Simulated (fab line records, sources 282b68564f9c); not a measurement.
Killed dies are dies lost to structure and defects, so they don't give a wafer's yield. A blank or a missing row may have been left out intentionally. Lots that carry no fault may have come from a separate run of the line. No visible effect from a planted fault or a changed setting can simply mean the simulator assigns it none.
fab line records	flow rit_cmos
record lots=15	wafers=45	last_day=7
route steps=202 shown FOX1@21 NRETRO@62 PSD@148 CONTACT@175 M1@202
lots that met no fault: from a run of the same line without faults
start_h: start of the lot's first displayed wafer, in hours after the record's first day	wait_h: how many hours have passed since the lot's step before this one	" same as the row above	L1.1+2: several wafers, shown together as one row	- no value present, or no start provided	* or withheld: withheld	< > ~ a bound
route shown NAME@n: names a module that has steps shown in the file, with the first one's number in the route	usual: mean/standard deviation of fault-free wafers	same: alike in all rows	chamber/n: place in a boat	sites: each site's reading	_std_site: their standard deviation	_edge_site: inner sites' mean taken away from outer sites' mean	radius_mm: how far each site lies from the wafer's centre	mask NAME#n: copy n	behind: tool/chamber where the wafer was last shaped	hold: why the lot was held/for how many hours/how that ended	device: the n, p or np transistor that did not switch	end of line: the tests these same wafers got at the end of their route	a step with no rows: only its recipe	killed: at the first sort, the dies lost to defects and structure; wafer yield is something else	map: dies across one wafer; x = killed, . = not, _ = none there
set.NAME: the setting the step ran with; set.NAME@STEP: the setting that earlier step ran with	model.NAME: the simulator's own value behind a step, which no gauge read
one table for each step of the route and one row for each wafer, over a sample of lots
## steps
# step RIT_FOX1_THK_MEAS_01
# recipe reads=SiO2_of_FOX1_OXIDATION_00
# usual FOX1_OXIDE_THK=349/4.7
lot.wafer	tool	chamber	start_h	wait_h	FOX1_OXIDE_THK[nm]
L624.1	film_metro-01	-	18.37	0.0	341
L624.2	"	-	"	"	352
L624.5	"	-	"	"	346
L625.2	film_metro-04	-	23.05	0.0	350
L625.3	"	-	"	"	354
L625.5	"	-	"	"	350
L626.1	film_metro-02	-	27.73	0.0	352
L626.3	"	-	"	"	345
L626.5	"	-	"	"	346
L627.2	film_metro-01	-	32.53	0.0	351
L627.3	"	-	"	"	349
L627.5	"	-	"	"	346
L629.1	film_metro-02	-	43.21	0.0	342
L629.4	"	-	"	"	344
L629.6	"	-	"	"	343
L631.1	film_metro-04	-	51.98	0.0	358
L631.4	"	-	"	"	355
L631.6	"	-	"	"	361
L632.2	film_metro-01	-	56.87	0.0	354
L632.5	"	-	"	"	353
L632.6	"	-	"	"	350
L634.1	film_metro-01	-	67.23	0.0	352
L634.3	"	-	"	"	349
L634.5	"	-	"	"	352
L635.3	film_metro-01	-	72.47	0.0	354
L635.5	"	-	"	"	351
L635.6	"	-	"	"	352
L636.3	film_metro-01	-	77.45	0.0	344
L636.4	"	-	"	"	345
L636.5	"	-	"	"	348
L637.2	film_metro-04	-	81.99	0.0	356
L637.3	"	-	"	"	348
L637.5	"	-	"	"	348
L638.2	film_metro-04	-	86.99	0.0	344
L638.3	"	-	"	"	353
L638.5	"	-	"	"	348
L639.3	film_metro-02	-	92.65	0.0	349
L639.4	"	-	"	"	349
L639.6	"	-	"	"	348
L640.2	film_metro-01	-	97.88	0.0	354
L640.4	"	-	"	"	349
L640.6	"	-	"	"	349
L646.1	film_metro-01	-	126.82	0.0	345
L646.3	"	-	"	"	341
L646.5	"	-	"	"	345
# step RIT_NRETRO_STRIP_09
# recipe chemistry=O2	time_s=180	resist=NOVOLAK	platen_temp_c=withheld	power_w=500	pressure_mtorr=4000	o2_flow_sccm=4000
# usual drypump_motor_current_A=5.5/0.35
# same time_s=180
lot.wafer	tool	chamber	start_h	wait_h	drypump_motor_current_A	rf_hours_counter_h
L624.1	plasma_asher-02	0	31.17	0.1	6.1	37
L624.2	"	1	"	"	5.5	37
L624.5	"	1	"	"	5.5	-
L625.2	plasma_asher-02	0	35.99	0.1	6.1	37
L625.3	"	1	"	"	5.5	-
L625.5	"	1	"	"	5.5	-
L626.1	plasma_asher-02	0	40.46	0.1	6.1	38
L626.3	"	0	"	"	6.1	-
L626.5	"	0	"	"	6.1	-
L627.2	plasma_asher-02	0	44.97	0.1	6.1	39
L627.3	"	1	"	"	5.5	-
L627.5	"	1	"	"	5.5	-
L629.1	plasma_asher-03	1	55.70	0.1	5.1	43
L629.4	"	0	"	"	5.4	-
L629.6	"	0	"	"	5.4	-
L631.1	plasma_asher-02	0	64.52	0.1	6.1	41
L631.4	"	1	"	"	5.5	-
L631.6	"	0	"	"	6.1	-
L632.2	plasma_asher-02	0	69.35	0.1	6.1	41
L632.5	"	0	"	"	6.1	-
L632.6	"	1	"	"	5.5	-
L634.1	plasma_asher-02	1	79.63	0.1	5.5	42
L634.3	"	1	"	"	5.5	-
L634.5	"	1	"	"	5.5	-
L635.3	plasma_asher-03	0	85.72	0.1	5.4	-
L635.5	"	0	"	"	5.4	-
L635.6	"	1	"	"	5.1	-
L636.3	plasma_asher-03	0	90.03	0.1	5.4	-
L636.4	"	1	"	"	5.1	-
L636.5	"	0	"	"	5.4	-
L637.2	plasma_asher-03	0	94.33	0.1	5.4	47
L637.3	"	0	"	"	5.4	-
L637.5	"	0	"	"	5.3	-
L638.2	plasma_asher-03	0	99.39	0.1	5.4	47
L638.3	"	0	"	"	5.4	-
L638.5	"	1	"	"	5.1	-
L639.3	plasma_asher-02	0	106.19	0.1	6.1	-
L639.4	"	1	"	"	5.5	-
L639.6	"	0	"	"	6.1	-
L640.2	plasma_asher-03	1	110.18	0.1	5.0	48
L640.4	"	1	"	"	5.1	-
L640.6	"	1	"	"	5.1	-
L646.1	plasma_asher-02	0	139.98	0.1	6.1	49
L646.3	"	1	"	"	5.5	-
L646.5	"	1	"	"	5.5	-
# step RIT_PSD_OVL_MEAS_06
# usual PSD_OVL=-0.3/1.2
lot.wafer	tool	chamber	start_h	wait_h	PSD_OVL[nm]
L624.1	overlay-01	-	54.22	-	0.1
L624.2	"	-	"	"	0.5
L624.5	"	-	"	"	0.6
L625.2	overlay-02	-	54.34	-	1.9
L625.3	"	-	"	"	-0.1
L625.5	"	-	"	"	0.0
L626.1	overlay-01	-	58.66	-	1.3
L626.3	"	-	"	"	0.7
L626.5	"	-	"	"	0.5
L627.2	overlay-02	-	62.94	-	-0.7
L627.3	"	-	"	"	0.5
L627.5	"	-	"	"	-2.8
L629.1	overlay-02	-	73.96	-	0.2
L629.4	"	-	"	"	-0.4
L629.6	"	-	"	"	0.8
L631.1	overlay-02	-	82.63	-	-1.7
L631.4	"	-	"	"	-2.9
L631.6	"	-	"	"	-1.0
L632.2	overlay-02	-	89.05	-	-0.3
L632.5	"	-	"	"	-1.1
L632.6	"	-	"	"	-1.3
L634.1	overlay-02	-	99.88	-	-1.8
L634.3	"	-	"	"	-1.6
L634.5	"	-	"	"	0.2
L635.3	overlay-02	-	103.38	-	0.2
L635.5	"	-	"	"	-1.1
L635.6	"	-	"	"	-1.3
L636.3	overlay-02	-	108.70	-	-0.6
L636.4	"	-	"	"	-0.1
L636.5	"	-	"	"	3.2
L637.2	overlay-01	-	114.51	-	-3.1
L637.3	"	-	"	"	-1.9
L637.5	"	-	"	"	-1.4
L638.2	overlay-02	-	118.97	-	1.3
L638.3	"	-	"	"	-0.8
L638.5	"	-	"	"	-2.4
L639.3	overlay-01	-	124.27	-	-0.8
L639.4	"	-	"	"	0.0
L639.6	"	-	"	"	-0.5
L640.2	overlay-01	-	128.25	-	-0.1
L640.4	"	-	"	"	0.2
L640.6	"	-	"	"	1.4
L646.1	overlay-01	-	158.41	-	-0.6
L646.3	"	-	"	"	-2.4
L646.5	"	-	"	"	-1.4
# step RIT_CONTACT_DEVELOP_07
# recipe resist=NOVOLAK	develop_time_s=120	dev_temp_c=23
# usual developer_temp_C=23.03/0.099
lot.wafer	tool	chamber	start_h	wait_h	developer_temp_C
L624.1	litho_track-03	0	57	-	23.11
L624.2	"	0	"	"	23.06
L624.5	"	0	"	"	23.22
L625.2	litho_track-01	0	57	-	23.19
L625.3	"	0	"	"	23.10
L625.5	"	0	"	"	23.19
L626.1	litho_track-03	0	61	-	23.09
L626.3	"	0	"	"	23.13
L626.5	"	0	"	"	23.06
L627.2	litho_track-01	0	65	-	23.07
L627.3	"	0	"	"	23.03
L627.5	"	0	"	"	22.99
L629.1	litho_track-01	0	77	-	22.79
L629.4	"	0	"	"	22.96
L629.6	"	0	"	"	22.85
L631.1	litho_track-01	0	85	-	23.05
L631.4	"	0	"	"	22.89
L631.6	"	0	"	"	23.03
L632.2	litho_track-04	0	92	-	22.83
L632.5	"	0	"	"	23.12
L632.6	"	0	"	"	23.06
L634.1	litho_track-03	0	102	-	22.90
L634.3	"	0	"	"	22.94
L634.5	"	0	"	"	23.06
L635.3	litho_track-01	0	106	-	23.20
L635.5	"	0	"	"	23.04
L635.6	"	0	"	"	22.88
L636.3	litho_track-01	0	111	-	25.33
L636.4	"	0	"	"	25.34
L636.5	"	0	"	"	25.36
L637.2	litho_track-01	0	117	-	25.51
L637.3	"	0	"	"	25.44
L637.5	"	0	"	"	25.25
L638.2	litho_track-03	0	121	-	23.14
L638.3	"	0	"	"	23.06
L638.5	"	0	122	-	23.03
L639.3	litho_track-01	0	127	-	25.35
L639.4	"	0	"	"	25.43
L639.6	"	0	"	"	25.23
L640.2	litho_track-04	0	131	-	22.98
L640.4	"	0	"	"	23.01
L640.6	"	0	"	"	23.09
L646.1	litho_track-03	0	161	-	22.84
L646.3	"	0	"	"	22.94
L646.5	"	0	"	"	23.00
# step RIT_CONTACT_CD_MEAS_08
# recipe target_cd_nm=1000
# usual cd_nm=1000.0/2.9
lot.wafer	tool	chamber	start_h	wait_h	cd_nm
L624.1	cd_sem-01	-	57.80	-	998.0
L624.2	"	-	"	"	999.3
L624.5	"	-	"	"	996.7
L625.2	cd_sem-02	-	57.94	-	999.9
L625.3	"	-	"	"	999.4
L625.5	"	-	"	"	1000.1
L626.1	cd_sem-02	-	61.77	-	995.5
L626.3	"	-	"	"	993.4
L626.5	"	-	"	"	993.7
L627.2	cd_sem-02	-	66.08	-	999.8
L627.3	"	-	"	"	1000.5
L627.5	"	-	"	"	999.5
L629.1	cd_sem-02	-	77.35	-	1004.7
L629.4	"	-	"	"	1006.0
L629.6	"	-	"	"	1003.8
L631.1	cd_sem-01	-	85.84	-	997.8
L631.4	"	-	"	"	998.8
L631.6	"	-	"	"	998.9
L632.2	cd_sem-02	-	92.38	-	998.8
L632.5	"	-	"	"	1001.9
L632.6	"	-	"	"	1001.9
L634.1	cd_sem-01	-	102.95	-	998.9
L634.3	"	-	"	"	999.0
L634.5	"	-	"	"	996.9
L635.3	cd_sem-01	-	106.58	-	1001.2
L635.5	"	-	"	"	1002.5
L635.6	"	-	"	"	1000.5
L636.3	cd_sem-01	-	111.80	-	989.0
L636.4	"	-	"	"	987.5
L636.5	"	-	"	"	986.9
L637.2	cd_sem-02	-	117.63	-	986.8
L637.3	"	-	"	"	988.5
L637.5	"	-	"	"	988.6
L638.2	cd_sem-02	-	122.18	-	995.9
L638.3	"	-	"	"	996.6
L638.5	"	-	"	"	994.0
L639.3	cd_sem-02	-	127.73	-	992.8
L639.4	"	-	"	"	990.3
L639.6	"	-	"	"	990.5
L640.2	cd_sem-02	-	131.61	-	1003.1
L640.4	"	-	"	"	1002.6
L640.6	"	-	"	"	1005.8
L646.1	cd_sem-01	-	161.56	-	1002.0
L646.3	"	-	"	"	1002.1
L646.5	"	-	"	"	1000.6
# step RIT_M1_PROBE_99
# usual killed_at_M0_to_M3=0.0/0.083	killed_at_contacts=0.1/0.31	killed_at_front_end=7/3.1	killed_dies=7/3.1	killed_open=3.3/1.9	killed_short=3.3/2
# same gross_dies=264	killed_at_M4_up=0	killed_at_back_side=0	killed_at_other=0
lot.wafer	tool	chamber	start_h	wait_h	killed_at_M0_to_M3	killed_at_contacts	killed_at_front_end	killed_dies	killed_open	killed_short
L627.2	prober-01	-	71.31	0.1	0	0	7	7	4	3
L627.3	prober-01	-	71.36	0.2	0	0	9	9	3	6
L627.5	prober-01	-	71.46	0.2	0	0	11	11	3	8
L629.1	prober-01	-	82.77	0.1	0	0	5	5	4	1
L629.4	prober-01	-	82.92	0.2	0	0	10	10	3	7
L629.6	prober-01	-	83.02	0.2	0	0	9	9	7	2
L631.1	prober-01	-	91.17	0.1	0	0	3	3	3	0
L631.4	prober-01	-	91.32	0.2	0	0	3	3	0	3
L631.6	prober-01	-	91.42	0.2	0	0	7	7	4	3
L632.2	prober-01	-	97.58	0.1	0	0	7	7	4	3
L632.5	prober-01	-	97.73	0.2	0	0	4	4	2	2
L632.6	prober-01	-	97.78	0.2	0	0	9	9	7	2
L634.1	prober-01	-	108.60	0.1	0	0	3	3	2	1
L634.3	prober-01	-	108.70	0.2	0	0	4	4	4	0
L634.5	prober-01	-	108.80	0.2	0	0	2	2	1	1
L635.3	prober-01	-	112.60	0.2	0	0	6	6	4	2
L635.5	prober-01	-	112.70	0.2	0	0	12	12	6	6
L635.6	prober-01	-	112.75	0.2	0	0	8	8	2	6
L637.2	prober-01	-	122.82	0.1	0	0	6	6	2	4
L637.3	prober-01	-	122.87	0.2	0	0	7	7	4	3
L637.5	prober-01	-	122.97	0.2	0	0	11	11	5	6
L639.3	prober-01	-	133.15	0.2	0	0	3	3	1	2
L639.4	prober-01	-	133.20	0.2	0	0	6	6	4	2
L639.6	prober-01	-	133.30	0.2	0	0	4	4	3	1
L646.1	prober-01	-	166.86	0.1	0	0	10	10	7	3
L646.3	prober-01	-	166.96	0.2	0	0	5	5	2	3
L646.5	prober-01	-	167.06	0.2	0	0	7	7	5	2
# killed by level:class
L627.2 SPACER:geometric_particle:open=2 FOX1:geometric_particle:open=1 GATE:geometric_particle:short=1 REOX:geometric_particle:open=1 REOX:geometric_particle:short=1 SILICIDE:geometric_particle:short=1
L627.3 FOX1:geometric_particle:short=3 FOX2:geometric_particle:short=1 FOX2:geometric_particle:open=1 GATE:geometric_particle:open=1 GATE:geometric_particle:short=1 SILICIDE:geometric_particle:short=1 SILICIDE:geometric_particle:open=1
L627.5 GATE:geometric_particle:short=5 GATE:geometric_particle:open=2 SILICIDE:geometric_particle:short=2 REOX:geometric_particle:open=1 SPACER:geometric_particle:short=1
L629.1 SILICIDE:geometric_particle:open=2 FOX1:geometric_particle:open=1 FOX2:geometric_particle:open=1 GATE:geometric_particle:short=1
L629.4 FOX1:geometric_particle:short=3 SILICIDE:geometric_particle:open=3 GATE:geometric_particle:short=2 SPACER:geometric_particle:short=1 SILICIDE:geometric_particle:short=1
L629.6 GATE:geometric_particle:open=5 GATE:geometric_particle:short=2 REOX:geometric_particle:open=1 SILICIDE:geometric_particle:open=1
L631.1 GATE:geometric_particle:open=3
L631.4 REOX:geometric_particle:short=2 FOX2:geometric_particle:short=1
L631.6 SPACER:geometric_particle:open=3 SPACER:geometric_particle:short=3 GATE:geometric_particle:open=1
L632.2 FOX1:geometric_particle:open=2 REOX:geometric_particle:short=2 FOX1:geometric_particle:short=1 GATE:geometric_particle:open=1 SILICIDE:geometric_particle:open=1
L632.5 FOX1:geometric_particle:short=1 GATE:geometric_particle:open=1 GATE:geometric_particle:short=1 SILICIDE:geometric_particle:open=1
L632.6 GATE:geometric_particle:open=3 SILICIDE:geometric_particle:open=2 FOX1:geometric_particle:open=1 FOX1:geometric_particle:short=1 SPACER:geometric_particle:open=1 SPACER:geometric_particle:short=1
L634.1 GATE:geometric_particle:open=1 REOX:geometric_particle:open=1 SILICIDE:geometric_particle:short=1
L634.3 GATE:geometric_particle:open=2 REOX:geometric_particle:open=2
L634.5 GATE:geometric_particle:short=1 SILICIDE:geometric_particle:open=1
L635.3 SPACER:geometric_particle:open=3 GATE:geometric_particle:open=1 SPACER:geometric_particle:short=1 SILICIDE:geometric_particle:short=1
L635.5 SPACER:geometric_particle:short=3 FOX1:geometric_particle:short=2 FOX1:geometric_particle:open=2 FOX2:geometric_particle:open=2 GATE:geometric_particle:open=1 GATE:geometric_particle:short=1 REOX:geometric_particle:open=1
L635.6 SPACER:geometric_particle:short=3 FOX1:geometric_particle:short=2 GATE:geometric_particle:short=1 REOX:geometric_particle:open=1 SPACER:geometric_particle:open=1
L637.2 GATE:geometric_particle:short=3 FOX1:geometric_particle:short=1 GATE:geometric_particle:open=1 SPACER:geometric_particle:open=1
L637.3 SILICIDE:geometric_particle:short=2 FOX2:geometric_particle:open=1 GATE:geometric_particle:open=1 GATE:geometric_particle:short=1 REOX:geometric_particle:open=1 SILICIDE:geometric_particle:open=1
L637.5 GATE:geometric_particle:open=3 SILICIDE:geometric_particle:short=2 FOX1:geometric_particle:short=1 GATE:geometric_particle:short=1 REOX:geometric_particle:open=1 REOX:geometric_particle:short=1 SPACER:geometric_particle:short=1 SPACER:geometric_particle:open=1
L639.3 FOX1:geometric_particle:short=1 REOX:geometric_particle:short=1 SPACER:geometric_particle:open=1
L639.4 GATE:geometric_particle:open=2 FOX1:geometric_particle:open=1 GATE:geometric_particle:short=1 REOX:geometric_particle:short=1 SPACER:geometric_particle:open=1
L639.6 SPACER:geometric_particle:open=3 SPACER:geometric_particle:short=1
L646.1 FOX1:geometric_particle:open=3 GATE:geometric_particle:open=2 SPACER:geometric_particle:short=2 FOX2:geometric_particle:open=1 GATE:geometric_particle:short=1 REOX:geometric_particle:open=1
L646.3 SILICIDE:geometric_particle:short=2 GATE:geometric_particle:short=1 REOX:geometric_particle:open=1 SPACER:geometric_particle:open=1
L646.5 GATE:geometric_particle:open=3 REOX:geometric_particle:open=2 REOX:geometric_particle:short=2
## key
first_sign step=RIT_CONTACT_DEVELOP_07	reading=developer_temp_C	direction=up	sigmas=24	usual=*	struck=*
effect step=RIT_CONTACT_CD_MEAS_08	reading=cd_nm	direction=down	sigmas=3.8	usual=1000.0	struck=989.0	through=control_loop
met_at RIT_CONTACT_DEVELOP_07
struck_lots L636,L637,L639
tester_left_out L636,L637,L639
loop_trim step=RIT_CONTACT_EXPOSE_05	setting=dose	lots=L637
not_acting_at RIT_FOX1_THK_MEAS_01,RIT_NRETRO_STRIP_09,RIT_PSD_OVL_MEAS_06
onset_between 106 111
fault kind=process_parameter_drift	tool=litho_track-01	chamber=-	onset_h=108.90	steps=RIT_CONTACT_DEVELOP_07	channel=dev_temp_c	offset=*	shape=step	end_h=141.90	acts_in=*	stated=*
# tester_left_out: of these lots the tester's yield and bins aren't shown, on N5 and GAA mostly nor the transistor test; their killed dies are dies lost to structure and defects alone, not to doping, threshold or leakage, so they don't give the yield
# loop_trim: a control loop set the setting to another value than it would have without faults
